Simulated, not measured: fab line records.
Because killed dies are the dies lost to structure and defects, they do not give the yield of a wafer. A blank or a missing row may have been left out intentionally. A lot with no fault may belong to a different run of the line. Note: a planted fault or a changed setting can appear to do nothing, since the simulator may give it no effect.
A sampling plan put to the test -- flow berkeley cmos170 -- one line in one fab, 11 faults in these records, each fault weighed on the records of the lots it struck
The line's own looks make up the plan; these are the steps of the route where a gauge or inspection reads the wafer and leaves it unchanged. Where struck wafers have a number at a look and the file lists that look's usual mean and standard deviation on fault-free wafers, the look can be judged. Caught: a look later than the fault's first step finds the struck wafers' mean 4 or more of those standard deviations (sigma) from the usual mean. On the tool: here the same test is run on the tool's own readings at the fault's steps. Caught also covers a different recipe on the struck wafers, or a record left blank for those wafers only.

## THE FAULTS, as the simulator had put them in
1. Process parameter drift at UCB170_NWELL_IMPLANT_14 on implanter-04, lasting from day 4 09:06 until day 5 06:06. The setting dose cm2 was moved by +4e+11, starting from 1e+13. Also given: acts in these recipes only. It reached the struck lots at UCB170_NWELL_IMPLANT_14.
2. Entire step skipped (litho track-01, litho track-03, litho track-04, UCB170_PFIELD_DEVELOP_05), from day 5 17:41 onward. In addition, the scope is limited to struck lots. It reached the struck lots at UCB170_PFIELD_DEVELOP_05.
3. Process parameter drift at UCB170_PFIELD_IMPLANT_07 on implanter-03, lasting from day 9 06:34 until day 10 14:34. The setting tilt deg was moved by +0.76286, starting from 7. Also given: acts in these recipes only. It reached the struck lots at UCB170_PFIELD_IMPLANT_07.
4. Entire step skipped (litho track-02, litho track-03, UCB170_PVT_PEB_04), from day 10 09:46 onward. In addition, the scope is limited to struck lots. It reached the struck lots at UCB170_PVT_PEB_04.
5. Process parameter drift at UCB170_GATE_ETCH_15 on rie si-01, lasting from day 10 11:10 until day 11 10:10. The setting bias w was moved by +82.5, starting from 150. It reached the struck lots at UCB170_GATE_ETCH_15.
6. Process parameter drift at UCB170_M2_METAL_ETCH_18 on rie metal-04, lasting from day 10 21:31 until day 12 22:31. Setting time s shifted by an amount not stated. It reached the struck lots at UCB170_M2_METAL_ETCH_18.
7. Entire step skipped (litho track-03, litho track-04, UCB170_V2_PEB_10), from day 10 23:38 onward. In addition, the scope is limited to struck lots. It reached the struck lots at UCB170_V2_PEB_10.
8. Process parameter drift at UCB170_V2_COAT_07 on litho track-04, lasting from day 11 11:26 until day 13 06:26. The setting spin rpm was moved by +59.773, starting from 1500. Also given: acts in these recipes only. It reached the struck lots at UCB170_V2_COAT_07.
9. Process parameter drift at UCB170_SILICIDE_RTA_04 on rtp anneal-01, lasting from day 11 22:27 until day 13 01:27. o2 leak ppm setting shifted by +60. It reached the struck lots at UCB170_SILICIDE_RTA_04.
10. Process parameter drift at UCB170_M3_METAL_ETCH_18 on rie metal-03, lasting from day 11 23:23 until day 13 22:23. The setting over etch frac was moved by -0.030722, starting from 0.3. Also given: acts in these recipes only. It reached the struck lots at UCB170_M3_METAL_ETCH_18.
11. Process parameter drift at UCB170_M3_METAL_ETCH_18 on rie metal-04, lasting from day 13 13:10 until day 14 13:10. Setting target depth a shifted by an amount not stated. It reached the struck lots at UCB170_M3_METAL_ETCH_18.

## WHAT THE PLAN SAW
fault,on the tool itself,first look that catches it,"reading, sigma",median hours from its first step to that look,hours from the fault's start to the first struck lot there,judged looks passed uncaught
1,dose ions cm2 +36 sigma,not the one look that can be judged after it,-,-,-,1
2,the tool's record is blank for the struck wafers,no look after it can be judged,-,-,-,0
3,tilt deg +42 sigma,not the one look that can be judged after it,-,-,-,1
4,the tool's record is blank for the struck wafers,none of the 2 looks that can be judged after it,-,-,-,2
5,bias w +99 or beyond sigma,no look after it can be judged,-,-,-,0
6,run length s +30 sigma,not the one look that can be judged after it,-,-,-,1
7,the tool's record is blank for the struck wafers,no look after it can be judged,-,-,-,0
8,spin speed rpm +59 sigma,not the one look that can be judged after it,-,-,-,1
9,chamber o2 ppm +99 or beyond sigma,no look after it can be judged,-,-,-,0
10,under 2 sigma,no look after it can be judged,-,-,-,0
11,only faintly: oes product au +3.5 sigma,no look after it can be judged,-,-,-,0
A dash: this means the fault isn't caught or the number doesn't appear in these records.

Caught at a look: 0 of 11. Caught on the tool: 9 of 11. By one or the other: 9 of 11.
Faults caught by the tool alone: 1, 2, 3, 4, 5, 6, 7, 8, 9.
Caught by neither: faults 10, 11.
